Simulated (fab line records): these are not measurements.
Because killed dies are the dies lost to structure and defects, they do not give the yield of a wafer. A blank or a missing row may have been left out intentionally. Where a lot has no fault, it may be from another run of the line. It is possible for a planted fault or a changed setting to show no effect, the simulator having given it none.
A lot that was struck, set against a sound lot | flow rit-cmos | 15 steps out of a route of 202
Sound: wafers L145.1, L145.2, L145.4. Struck: wafer L155.4. (L155.3, L155.6 of the same lot were not struck and are left out.) The cause comes at the end.
Order at every step that has rows: each side's tool, ch and its chambers, its first start. Under that, the readings that differ: sound wafers | struck wafers | difference of the means | sigmas: that difference in standard deviations of wafers without a fault.
alike: words and numbers the same on both sides, and readings whose means are apart by under 2 such deviations; not compared: readings that were withheld, readings missing a value for some wafer, numbers with overlapping values and no deviation given by the record, and bounds like >300 which may hide the same value.
The two part at a step that has a row with sigmas, a row that says differs or no value, or rows on one side only. Non-overlapping numbers with no deviation appear without sigmas and do not part them. Lack of a reading on every wafer of one side parts them only where that side has two or more wafers.

RIT_GATE_THK_MEAS_07:
  sound on film-metro-04 at day 4 08:06; struck on film-metro-04 at day 6 06:07
  alike: GATE_OXIDE_THK
then, 1 step without rows for these wafers: RIT_GATE_CVD_08 (deposits poly-Si from SiH4, target thk 250 nm, time 2220 s).
RIT_GATE_THK_MEAS_09:
  sound on film-metro-02 at day 4 10:14; struck on film-metro-01 at day 6 10:25
  alike: GATE_POLY_THK
then, 6 steps without rows for these wafers: RIT_GATE_HMDS_10 (prime time 60 s); RIT_GATE_COAT_11 (resist thk 850 nm); RIT_GATE_SOFTBAKE_12 (time 60 s); RIT_GATE_EXPOSE_13 (exposes mask M6, target cd 150 nm); RIT_GATE_PEB_14; RIT_GATE_DEVELOP_15 (develop time 50 s).
RIT_GATE_CD_MEAS_16: the cd target is 150 nm.
  sound on cd-sem-01 at day 4 11:17; struck on cd-sem-02 at day 6 11:29
  alike: cd-nm
RIT_GATE_OVL_MEAS_17:
  sound on overlay-01 at day 4 11:24; struck on overlay-01 at day 6 11:34
  alike: GATE_OVL
then, 1 step without rows for these wafers: RIT_GATE_HARDBAKE_18 (time 60 s).
RIT_GATE_ETCH_19: etches poly-Si in SF6/CHF3/O2, stops on SiO2, time 165 s, target depth 312.5 nm.
  sound on rie-si-02 ch 0,2,3, day 4 11:35; struck on rie-si-02 ch 3, day 6 11:44
  reading                                   | sound             | struck | difference | sigmas
  oes-product-au (a.u.)                     | 0.832 0.843 0.843 | 0.957  | +0.118     | +10
  over-etch-frac                            | 0.25 0.25 0.25    | 0.05   | -0.20      |
  model.NOVOLAK_of_GATE_COAT_11.thk-nm (nm) | 674.4 669.7 673.1 | 681.3  | +8.9       |
  alike: SF6_flow_sccm, drypump-motor-current-A, rf-fwd-power-W, throttle-valve-pct
  not compared: rf-hours-counter-h
RIT_GATE_STRIP_20: strips in O2, time 180 s.
  sound on plasma-asher-04 ch 0,1, day 4 11:41; struck on plasma-asher-04 ch 0, day 6 11:55
  alike: drypump-motor-current-A
  not compared: rf-hours-counter-h
RIT_M1_PROBE_99:
  sound on prober-02 at day 5 09:42; struck on prober-02 at day 7 09:12
  reading                                 | sound                        | struck                   | difference                   | sigmas
  hold                                    | - - -                        | await-dispo/6.1h/release | no value on the sound wafers |
  model.etest.antenna-poly.vt-shift-v (V) | -0.01283 -0.008224 -0.008509 | -0.002334                | +0.007520                    |

WHERE THEY PART
Last at RIT_M1_PROBE_99 as far as this record goes, first at RIT_GATE_ETCH_19.

WHY: what the simulator had put in
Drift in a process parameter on rie-si-02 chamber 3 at RIT_GATE_ETCH_19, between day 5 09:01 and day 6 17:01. A move of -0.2 in setting over-etch-frac, from 0.25.
